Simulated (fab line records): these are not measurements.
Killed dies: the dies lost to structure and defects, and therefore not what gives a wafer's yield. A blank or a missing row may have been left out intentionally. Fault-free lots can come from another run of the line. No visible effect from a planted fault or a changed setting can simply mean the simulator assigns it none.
fab line records | flow berkeleyCmos170
record: lots: 15 | wafers: 45 | lastDay: 12
route steps=331 shown PWELL@37 PFIELD@83
lots with no fault: from the same line, run without faults
startH: hours from the record's first day to the start of the lot's first wafer shown | waitH: hours from the lot's prior step to this one | " unchanged from the row above | L1.1+2: a row that stands for several wafers | - value missing, or start not given | * or withheld: withheld | < > ~ a bound
route shown NAME@n: NAME is a module with steps in the file, n the number in the route of the first one | usual: average and standard deviation across the fault-free wafers | same: alike in all rows | chamber/n: place in a boat | sites: the reading at each site | _std_site: how widely they spread, as a standard deviation | _edge_site: mean of outer sites minus mean of inner sites | radiusMm: how far each site lies from the wafer's centre | mask NAME#n: copy n | behind: the most recent tool/chamber to have shaped the wafer | hold: cause of the lot's hold/its duration in hours/its outcome | device: whichever transistor did not switch (one of n, p or np) | end of line: the same wafers' tests at the end of the route | a step without rows: its recipe alone | killed: dies lost to structure and defects at the first sort, not the wafer's yield | map: dies across one wafer; x = killed, . = not, _ = none there
set.NAME: the run value of the setting; set.NAME@STEP: its run value at that earlier step | model.NAME: the simulator's own value behind a step, which no gauge read
the route's steps for a sample of lots (tables are steps, rows are wafers)
== steps ==
step: UCB170_PWELL_THK_MEAS_03
recipe: reads: SiO2_of_PWELL_OXIDATION_02
usual: PWELL_OXIDE_THK: 26.3/0.54
lot.wafer | tool         | chamber | startH | waitH | PWELL_OXIDE_THK[nm]
L873.1    | filmMetro-04 | -       | 52.26  | 0.0   | 25.9
L873.2    | "            | -       | "      | "     | 25.9
L873.6    | "            | -       | "      | "     | 26.0
L872.2    | filmMetro-02 | -       | 52.27  | 0.0   | 26.4
L872.3    | "            | -       | "      | "     | 26.7
L872.6    | "            | -       | "      | "     | 26.5
L876.1    | filmMetro-03 | -       | 63.36  | 0.0   | 26.7
L876.5    | "            | -       | "      | "     | 26.5
L876.6    | "            | -       | "      | "     | 27.2
L878.1    | filmMetro-04 | -       | 63.36  | 0.0   | 26.0
L878.2    | "            | -       | "      | "     | 26.3
L878.4    | "            | -       | "      | "     | 26.3
L875.2    | filmMetro-03 | -       | 63.43  | 0.1   | 26.2
L875.5    | "            | -       | "      | "     | 25.9
L875.6    | "            | -       | "      | "     | 26.5
L877.3    | filmMetro-04 | -       | 63.44  | 0.1   | 26.9
L877.4    | "            | -       | "      | "     | 25.8
L877.5    | "            | -       | "      | "     | 25.9
L887.1    | filmMetro-03 | -       | 113.05 | 0.0   | 27.2
L887.4    | "            | -       | "      | "     | 27.9
L887.6    | "            | -       | "      | "     | 27.9
L888.1    | filmMetro-04 | -       | 113.05 | 0.0   | 26.4
L888.2    | "            | -       | "      | "     | 26.7
L888.3    | "            | -       | "      | "     | 26.5
L889.2    | filmMetro-02 | -       | 125.45 | 0.0   | 26.3
L889.4    | "            | -       | "      | "     | 26.7
L889.6    | "            | -       | "      | "     | 26.0
L890.2    | filmMetro-03 | -       | 125.45 | 0.0   | 25.8
L890.3    | "            | -       | "      | "     | 25.7
L890.4    | "            | -       | "      | "     | 26.1
L892.1    | filmMetro-02 | -       | 140.68 | 0.0   | 26.2
L892.4    | "            | -       | "      | "     | 25.5
L892.6    | "            | -       | "      | "     | 25.9
L891.2    | filmMetro-03 | -       | 147.45 | 0.0   | 25.8
L891.4    | "            | -       | "      | "     | 25.6
L891.5    | "            | -       | "      | "     | 25.5
L894.2    | filmMetro-04 | -       | 154.22 | 0.0   | 26.0
L894.4    | "            | -       | "      | "     | 26.7
L894.5    | "            | -       | "      | "     | 26.2
L893.4    | filmMetro-03 | -       | 154.24 | 0.0   | 26.7
L893.5    | "            | -       | "      | "     | 26.7
L893.6    | "            | -       | "      | "     | 26.6
L895.1    | filmMetro-02 | -       | 165.58 | 0.0   | 26.6
L895.2    | "            | -       | "      | "     | 26.8
L895.6    | "            | -       | "      | "     | 27.0
step: UCB170_PWELL_THK_MEAS_06
recipe: reads: Si3N4_of_PWELL_CVD_05
usual: PWELL_NITRIDE_THK: 220.1/2.1
lot.wafer | tool         | chamber | startH | waitH | PWELL_NITRIDE_THK[nm]
L873.1    | filmMetro-03 | -       | 57.49  | 0.0   | 218.1
L873.2    | "            | -       | "      | "     | 217.2
L873.6    | "            | -       | "      | "     | 218.5
L872.2    | filmMetro-04 | -       | 57.50  | 0.0   | 222.6
L872.3    | "            | -       | "      | "     | 221.8
L872.6    | "            | -       | "      | "     | 223.9
L876.1    | filmMetro-02 | -       | 69.00  | 0.0   | 217.3
L876.5    | "            | -       | "      | "     | 218.8
L876.6    | "            | -       | "      | "     | 217.1
L878.1    | filmMetro-04 | -       | 69.01  | 0.0   | 219.5
L878.2    | "            | -       | "      | "     | 219.6
L878.4    | "            | -       | "      | "     | 219.1
L877.3    | filmMetro-03 | -       | 69.02  | 0.0   | 222.1
L877.4    | "            | -       | "      | "     | 220.4
L877.5    | "            | -       | "      | "     | 220.9
L875.2    | filmMetro-02 | -       | 69.07  | 0.1   | 221.3
L875.5    | "            | -       | "      | "     | 220.2
L875.6    | "            | -       | "      | "     | 221.6
L887.1    | filmMetro-02 | -       | 117.88 | 0.0   | 219.6
L887.4    | "            | -       | "      | "     | 222.0
L887.6    | "            | -       | "      | "     | 219.9
L888.1    | filmMetro-04 | -       | 117.88 | 0.0   | 216.6
L888.2    | "            | -       | "      | "     | 217.6
L888.3    | "            | -       | "      | "     | 216.7
L889.2    | filmMetro-04 | -       | 133.95 | 0.0   | 220.2
L889.4    | "            | -       | "      | "     | 220.5
L889.6    | "            | -       | "      | "     | 220.3
L890.2    | filmMetro-03 | -       | 133.95 | 0.0   | 218.9
L890.3    | "            | -       | "      | "     | 219.8
L890.4    | "            | -       | "      | "     | 219.1
L892.1    | filmMetro-02 | -       | 149.67 | 0.0   | 217.6
L892.4    | "            | -       | "      | "     | 220.6
L892.6    | "            | -       | "      | "     | 218.8
L891.2    | filmMetro-04 | -       | 156.31 | 0.0   | 219.5
L891.4    | "            | -       | "      | "     | 220.3
L891.5    | "            | -       | "      | "     | 220.1
L893.4    | filmMetro-03 | -       | 161.75 | 0.0   | 218.4
L893.5    | "            | -       | "      | "     | 218.3
L893.6    | "            | -       | "      | "     | 218.6
L894.2    | filmMetro-02 | -       | 161.78 | 0.1   | 220.3
L894.4    | "            | -       | "      | "     | 221.7
L894.5    | "            | -       | "      | "     | 220.2
L895.1    | filmMetro-02 | -       | 174.49 | 0.0   | 219.0
L895.2    | "            | -       | "      | "     | 219.2
L895.6    | "            | -       | "      | "     | 220.1
step: UCB170_PWELL_OVL_MEAS_13
usual: PWELL_OVL: -1/5.1
lot.wafer | tool       | chamber | startH | waitH | PWELL_OVL[nm]
L873.1    | overlay-02 | -       | 58.52  | -     | -3
L873.2    | "          | -       | "      | "     | 6
L873.6    | "          | -       | "      | "     | -4
L872.2    | overlay-01 | -       | 58.80  | -     | -5
L872.3    | "          | -       | "      | "     | -14
L872.6    | "          | -       | "      | "     | -14
L876.1    | overlay-02 | -       | 71.35  | -     | -6
L876.5    | "          | -       | "      | "     | -4
L876.6    | "          | -       | "      | "     | -1
L877.3    | overlay-01 | -       | 71.85  | -     | -8
L877.4    | "          | -       | "      | "     | 0
L877.5    | "          | -       | "      | "     | -1
L878.1    | overlay-02 | -       | 72.08  | -     | -3
L878.2    | "          | -       | "      | "     | -2
L878.4    | "          | -       | "      | "     | 1
L875.2    | overlay-02 | -       | 72.36  | -     | 7
L875.5    | "          | -       | "      | "     | -1
L875.6    | "          | -       | "      | "     | 1
L888.1    | overlay-02 | -       | 118.91 | -     | -16
L888.2    | "          | -       | "      | "     | -14
L888.3    | "          | -       | "      | "     | -13
L887.1    | overlay-02 | -       | 119.03 | -     | 8
L887.4    | "          | -       | "      | "     | 1
L887.6    | "          | -       | "      | "     | 9
L889.2    | overlay-02 | -       | 136.01 | -     | 10
L889.4    | "          | -       | "      | "     | 0
L889.6    | "          | -       | "      | "     | 2
L890.2    | overlay-02 | -       | 136.53 | -     | 3
L890.3    | "          | -       | "      | "     | 0
L890.4    | "          | -       | "      | "     | -1
L892.1    | overlay-01 | -       | 151.12 | -     | 3
L892.4    | "          | -       | "      | "     | 1
L892.6    | "          | -       | "      | "     | -3
L891.2    | overlay-01 | -       | 157.69 | -     | -3
L891.4    | "          | -       | "      | "     | -4
L891.5    | "          | -       | "      | "     | -3
L893.4    | overlay-02 | -       | 162.97 | -     | -8
L893.5    | "          | -       | "      | "     | -6
L893.6    | "          | -       | "      | "     | -2
L894.2    | overlay-02 | -       | 163.23 | -     | -3
L894.4    | "          | -       | "      | "     | 0
L894.5    | "          | -       | "      | "     | -4
L895.1    | overlay-01 | -       | 175.52 | -     | 2
L895.2    | "          | -       | "      | "     | 8
L895.6    | "          | -       | "      | "     | 0
step: UCB170_PFIELD_PEB_04
recipe: pebTempC: 130 | pebTimeS: withheld | resist: KrF
usual: chillPlateTempC: 23.03/0.11 | exhaustPa: 44.9/0.76
lot.wafer | tool          | chamber | startH | waitH | chillPlateTempC | exhaustPa
L872.2    | lithoTrack-02 | 0       | 85.24  | 0.1   | 23.05           | 46.2
L872.3    | "             | 0       | "      | "     | 23.01           | 45.1
L872.6    | "             | 0       | "      | "     | 23.02           | 44.0
L873.1    | lithoTrack-02 | 0       | 85.82  | 0.1   | 23.02           | 46.7
L873.2    | "             | 0       | "      | "     | 22.87           | 45.6
L873.6    | "             | 0       | "      | "     | 22.73           | 45.7
L876.1    | lithoTrack-02 | -       | 98.42  | 0.2   | -               | -
L876.5    | "             | -       | "      | "     | -               | -
L876.6    | "             | -       | "      | "     | -               | -
L877.3    | lithoTrack-02 | -       | 99.20  | 0.6   | -               | -
L877.4    | "             | -       | "      | "     | -               | -
L877.5    | "             | -       | "      | "     | -               | -
L875.2    | lithoTrack-02 | -       | 103.65 | 0.2   | -               | -
L875.5    | "             | -       | "      | "     | -               | -
L875.6    | "             | -       | "      | "     | -               | -
L878.1    | lithoTrack-01 | 0       | 104.64 | 0.4   | 23.11           | 45.3
L878.2    | "             | 0       | "      | "     | 23.02           | 44.4
L878.4    | "             | 0       | "      | "     | 23.11           | 43.8
L887.1    | lithoTrack-04 | 0       | 153.29 | 1.0   | 23.15           | 44.8
L887.4    | "             | 0       | "      | "     | 22.92           | 46.0
L887.6    | "             | 0       | "      | "     | 23.01           | 44.8
L888.1    | lithoTrack-01 | 0       | 153.64 | 0.7   | 23.07           | 44.1
L888.2    | "             | 0       | "      | "     | 23.03           | 43.8
L888.3    | "             | 0       | "      | "     | 22.99           | 44.8
L889.2    | lithoTrack-04 | 0       | 173.32 | 0.3   | 23.09           | 45.2
L889.4    | "             | 0       | "      | "     | 23.07           | 44.7
L889.6    | "             | 0       | "      | "     | 22.96           | 44.8
L890.2    | lithoTrack-01 | 0       | 173.37 | 0.1   | 22.75           | 44.9
L890.3    | "             | 0       | "      | "     | 22.99           | 44.6
L890.4    | "             | 0       | "      | "     | 23.08           | 44.8
L892.1    | lithoTrack-01 | 0       | 188.29 | 0.3   | 22.92           | 44.5
L892.4    | "             | 0       | "      | "     | 23.02           | 44.8
L892.6    | "             | 0       | "      | "     | 22.91           | 44.1
L893.4    | lithoTrack-01 | 0       | 198.05 | 0.5   | 23.13           | 45.7
L893.5    | "             | 0       | "      | "     | 23.06           | 44.2
L893.6    | "             | 0       | "      | "     | 23.21           | 45.6
L891.2    | lithoTrack-01 | 0       | 198.27 | 0.7   | 23.07           | 46.3
L891.4    | "             | 0       | "      | "     | 23.09           | 45.2
L891.5    | "             | 0       | "      | "     | 23.09           | 44.7
L894.2    | lithoTrack-01 | 0       | 198.55 | 0.5   | 23.28           | 44.7
L894.4    | "             | 0       | "      | "     | 23.04           | 46.4
L894.5    | "             | 0       | "      | "     | 23.13           | 45.0
L895.1    | lithoTrack-02 | 0       | 207.85 | 0.1   | 23.04           | 44.5
L895.2    | "             | 0       | "      | "     | 23.17           | 44.9
L895.6    | "             | 0       | "      | "     | 23.10           | 45.0
== key ==
firstSign: step: UCB170_PFIELD_PEB_04 | reading: toolRecord | direction: missing
effect none on later readings
metAt UCB170_PFIELD_PEB_04
struckLots L875,L876,L877
sortLeftOut L875.2,L875.5,L875.6,L876.1,L876.5,L876.6,L877.3,L877.4,L877.5
testerLeftOut L875,L876,L877
notActingAt UCB170_PWELL_THK_MEAS_03,UCB170_PWELL_THK_MEAS_06,UCB170_PWELL_OVL_MEAS_13
onsetBetween 85.82 98.42
fault: kind: skippedStepWhole | tool: lithoTrack-02 | chamber: - | onsetH: 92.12 | steps: UCB170_PFIELD_PEB_04 | scope: struckLotsOnly
testerLeftOut: of these lots the tester's yield and bins aren't shown, on N5 and GAA mostly nor the transistor test; their killed dies are dies lost to structure and defects alone, not to doping, threshold or leakage, so they don't give the yield
sortLeftOut: the simulated sort isn't trusted on such a fault, so these wafers' sort isn't shown, and their yield isn't known
